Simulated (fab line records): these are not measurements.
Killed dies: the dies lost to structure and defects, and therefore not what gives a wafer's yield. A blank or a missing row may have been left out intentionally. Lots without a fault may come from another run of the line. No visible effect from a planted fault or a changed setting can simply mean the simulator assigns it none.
fab line records | flow rit_cmos
[record] lots = 7 wafers = 21 last_day = 7
route steps=202 shown ACTIVE@1
lots that met no fault: from a run of the same line without faults
start_h: hours from the record's opening day to when the first of the lot's shown wafers began | wait_h: how many hours have passed since the lot's step before this one | " identical to the entry in the row above | L1.1+2: one row covering several wafers at once | - no value, or no start given | * or withheld: withheld | < > ~ a bound
route shown NAME@n: names a module that has steps shown in the file, with the first one's number in the route | usual: the fault-free wafers' mean and standard deviation | same: alike in all rows | chamber/n: place in a boat | sites: readings site by site | _std_site: the standard deviation of these | _edge_site: inner sites' mean taken away from outer sites' mean | radius_mm: how far each site lies from the wafer's centre | mask NAME#n: copy n | behind: the most recent tool/chamber to have shaped the wafer | hold: why the lot was held/for how many hours/how that ended | device: names the non-switching transistor (n, p or np) | end of line: at the end of the route, the tests of the same wafers | step lacking rows: just its recipe | killed: dies that structure and defects cost at the first sort, which is not the same as the wafer's yield | map: shows each die of a wafer: x if killed, . if not, _ if none is there
set.NAME: the setting that was run; set.NAME@STEP: the one run at that earlier step | model.NAME: the simulator's own value behind a step, which no gauge read
lots at selected steps of the route; one table per step, one row per wafer
[[steps]]
[step RIT_ACTIVE_BOW_MEAS_00]
[recipe] mode = bow
[usual] INCOMING_BOW = 0/6
// columns lot.wafer tool chamber start_h wait_h INCOMING_BOW[um]
L776.4 film_metro-04 - 15.06 - -8
L776.5 " - " " 6
L776.6 " - " " 8
L779.1 film_metro-01 - 30.00 - -5
L779.4 " - " " -1
L779.5 " - " " 4
L793.3 film_metro-01 - 100.04 - 4
L793.4 " - " " 6
L793.5 " - " " 1
L794.2 film_metro-03 - 105.02 - 7
L794.4 " - " " -1
L794.5 " - " " -10
L795.1 film_metro-01 - 110.00 - -6
L795.3 " - " " 0
L795.5 " - " " -1
L796.1 film_metro-01 - 115.00 - 7
L796.2 " - " " -1
L796.6 " - " " -4
L797.2 film_metro-03 - 120.02 - 1
L797.3 " - " " -9
L797.5 " - " " -6
[step RIT_ACTIVE_OXIDATION_01]
[recipe] temp_c = 1000 ambient = O2 target_thk_a = 468 ox_time_s = 3360
[step RIT_ACTIVE_THK_MEAS_02]
[recipe] reads = SiO2_of_ACTIVE_OXIDATION_01
[usual] ACTIVE_OXIDE_THK = 46.6/0.89
// columns lot.wafer tool chamber start_h wait_h ACTIVE_OXIDE_THK[nm]
L776.4 film_metro-01 - 18.27 0.0 47.2
L776.5 " - " " 46.2
L776.6 " - " " 46.8
L779.1 film_metro-01 - 34.15 0.0 47.6
L779.4 " - " " 47.9
L779.5 " - " " 48.6
L793.3 film_metro-01 - 102.14 0.0 47.1
L793.4 " - " " 46.2
L793.5 " - " " 46.9
L794.2 film_metro-01 - 107.06 0.0 47.1
L794.4 " - " " 47.5
L794.5 " - " " 47.0
L795.1 film_metro-01 - 112.61 0.0 46.9
L795.3 " - " " 47.2
L795.5 " - " " 47.3
L796.1 film_metro-03 - 118.07 0.0 46.0
L796.2 " - " " 44.7
L796.6 " - " " 44.9
L797.2 film_metro-03 - 122.06 0.0 47.3
L797.3 " - " " 47.0
L797.5 " - " " 46.8
[step RIT_ACTIVE_CVD_03]
[recipe] material = Si3N4 target_thk_nm = 150 temp_c = 810 precursor = SiH2Cl2/NH3 time_s = 1500 pressure_mtorr = 300 sih2cl2_flow_sccm = 60 nh3_flow_sccm = 150
[step RIT_ACTIVE_THK_MEAS_04]
[recipe] reads = Si3N4_of_ACTIVE_CVD_03
[usual] ACTIVE_NITRIDE_THK = 150.2/1.7
// columns lot.wafer tool chamber start_h wait_h ACTIVE_NITRIDE_THK[nm]
L776.4 film_metro-03 - 21.24 0.0 150.7
L776.5 " - " " 150.8
L776.6 " - " " 149.8
L779.1 film_metro-03 - 35.63 0.0 150.2
L779.4 " - " " 150.9
L779.5 " - " " 151.2
L793.3 film_metro-01 - 103.62 0.0 147.6
L793.4 " - " " 148.3
L793.5 " - " " 147.4
L794.2 film_metro-01 - 108.54 0.0 151.2
L794.4 " - " " 151.1
L794.5 " - " " 151.6
L795.1 film_metro-01 - 114.09 0.0 151.9
L795.3 " - " " 151.2
L795.5 " - " " 151.9
L796.1 film_metro-03 - 120.25 0.0 152.2
L796.2 " - " " 153.7
L796.6 " - " " 150.4
L797.2 film_metro-03 - 123.54 0.0 150.9
L797.3 " - " " 150.3
L797.5 " - " " 150.9
[step RIT_ACTIVE_HMDS_05]
[recipe] prime_time_s = 60 prime_temp_c = 140
[step RIT_ACTIVE_COAT_06]
[recipe] resist = NOVOLAK spin_rpm = 3250 resist_thk_nm = 1000
[step RIT_ACTIVE_SOFTBAKE_07]
[recipe] resist = NOVOLAK temp_c = 90 time_s = 60
[step RIT_ACTIVE_EXPOSE_08]
[recipe] mask_id = M1 na = 0.6 source_shape = conventional sigma_outer = 0.6 target_cd_nm = 1400 dose_mj = 225
[step RIT_ACTIVE_PEB_09]
[recipe] resist = NOVOLAK temp_c = withheld time_s = withheld
[usual] chill_plate_temp_C = * exhaust_pa = 44.9/0.94
// columns lot.wafer tool chamber start_h wait_h chill_plate_temp_C exhaust_pa
L776.4 litho_track-04 0 22.03 0.1 * 44.5
L776.5 " 0 " " * 44.8
L776.6 " 0 " " * 45.9
L779.1 litho_track-01 0 36.38 0.1 * 45.3
L779.4 " 0 " " * 45.7
L779.5 " 0 " " * 45.2
L793.3 litho_track-03 - 104.27 0.1 - -
L793.4 " - " " - -
L793.5 " - " " - -
L794.2 litho_track-04 - 109.18 0.1 - -
L794.4 " - " " - -
L794.5 " - " " - -
L795.1 litho_track-01 - 114.71 0.1 - -
L795.3 " - " " - -
L795.5 " - " " - -
L796.1 litho_track-03 0 120.88 0.1 * 44.3
L796.2 " 0 " " * 43.8
L796.6 " 0 " " * 44.8
L797.2 litho_track-04 0 124.21 0.1 * 45.7
L797.3 " 0 " " * 46.2
L797.5 " 0 " " * 46.6
[step RIT_ACTIVE_DEVELOP_10]
[recipe] resist = NOVOLAK develop_time_s = 50 dev_temp_c = 23
[[key]]
[first_sign] step = RIT_ACTIVE_PEB_09 reading = tool_record direction = missing
effect none on later readings
met_at RIT_ACTIVE_PEB_09
struck_wafers L793.3,L793.4,L793.5,L794.2,L794.4,L794.5,L795.1,L795.3,L795.5
sort_left_out L793.3,L793.4,L793.5,L794.2,L794.4,L794.5,L795.1,L795.3,L795.5
tester_left_out L793,L794,L795
onset_between 36.38 104.27
[fault] kind = skipped_step_whole tool = litho_track-01,litho_track-03,litho_track-04 chamber = - onset_h = 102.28 steps = RIT_ACTIVE_PEB_09 scope = struck_lots_only
// tester_left_out: of these lots the tester's yield and bins aren't shown, on N5 and GAA mostly nor the transistor test; their killed dies are dies lost to structure and defects alone, not to doping, threshold or leakage, so they don't give the yield
// sort_left_out: the simulated sort isn't trusted on such a fault, so these wafers' sort isn't shown, and their yield isn't known
